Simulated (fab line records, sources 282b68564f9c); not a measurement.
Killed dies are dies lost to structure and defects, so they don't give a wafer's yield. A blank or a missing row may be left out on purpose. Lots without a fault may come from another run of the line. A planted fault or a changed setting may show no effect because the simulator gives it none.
One fault seen from 2 desks | flow rit_cmos | each desk has only its own numbers; what lay behind them comes last

THE METROLOGY DESK
What the gauges read, lot by lot, whatever tool the lot ran on: means of the sampled wafers that have a number. A lot is out of limits, marked OUT, if its mean lies more than 4 standard deviations from the usual mean; the brackets give that distance.
Columns: A = M1_AL_RS at RIT_M1_RS_MEAS_01, usual 0.0736 ohm/sq; B = M1_AL_THK at RIT_M1_THK_MEAS_02, usual 400 nm; C = cd_nm at RIT_M1_CD_MEAS_09, usual 2599.7 nm; D = M1_OVL at RIT_M1_OVL_MEAS_10, usual -0.5 nm
lot  | first seen here | A      | B   | C      | D
L184 | day 3 12:52     | 0.0733 | 401 | 2600.0 | -1.9
L189 | day 4 12:14     | 0.0739 | 397 | 2601.8 | -1.4
L198 | day 6 20:20     | 0.0747 | 397 | 2599.1 | -0.9
L201 | day 7 02:34     | 0.0735 | 400 | 2601.5 | 1.3
L200 | day 7 09:28     | 0.0751 | 390 | 2598.7 | -0.7
L205 | day 8 06:22     | 0.0741 | 399 | 2597.9 | -0.9
This desk's finding: nothing out of limits on any of the 6 lots.

THE TOOL OWNER'S DESK: rie_metal-04
The tool's own readings at RIT_M1_METAL_ETCH_12 (etches Al in Cl2/BCl3, stops on SiO2, time 165 s, target depth 600 nm): means of the sampled wafers that have a number, for each lot that ran on this tool. A lot is out of limits, marked OUT, if its mean lies more than 4 standard deviations from the usual mean; the brackets give that distance.
Columns: A = chamber_pressure_mTorr at RIT_M1_METAL_ETCH_12, usual 100.00 mTorr; B = drypump_motor_current_A at RIT_M1_METAL_ETCH_12, usual 5.47 A; C = he_backside_leak_sccm at RIT_M1_METAL_ETCH_12, usual 3.5 sccm; D = oes_product_au at RIT_M1_METAL_ETCH_12, usual 0.780 a.u.; E = run_length_s at RIT_M1_METAL_ETCH_12, usual 193.5 s; F = throttle_valve_pct at RIT_M1_METAL_ETCH_12, usual 8.35 %
lot  | first seen here | A     | B    | C   | D                | E               | F
L184 | day 3 14:19     | 99.93 | 5.55 | 3.3 | 0.784            | 193.3           | 8.40
L198 | day 6 22:00     | 99.93 | 5.33 | 3.7 | 0.870 (+5.6) OUT | 176.1 (-20) OUT | 8.43
L201 | day 7 04:08     | 99.92 | 5.55 | 3.6 | 0.886 (+6.6) OUT | 176.7 (-19) OUT | 8.39
This desk's finding: out of limits on L198, L201; first on L198, day 6 22:00 (oes_product_au at RIT_M1_METAL_ETCH_12). In limits: L184.

PUT TOGETHER
The tool owner's desk could have raised an alarm at day 6 22:00, on L198, L201.
The metrology desk saw nothing out of limits.
The metrology desk has L198, L201 on record, within its limits.
Of the lots named, all ran RIT_M1_METAL_ETCH_12 on rie_metal-04.

WHAT THE SIMULATOR HAD PUT IN
Process parameter drift: rie_metal-04, from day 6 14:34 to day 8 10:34, at RIT_M1_METAL_ETCH_12. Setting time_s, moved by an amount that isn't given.
Lots struck among those shown: L198, L201.
Hours from the fault's start to each desk's first reading out of limits: the tool owner's desk, 7.
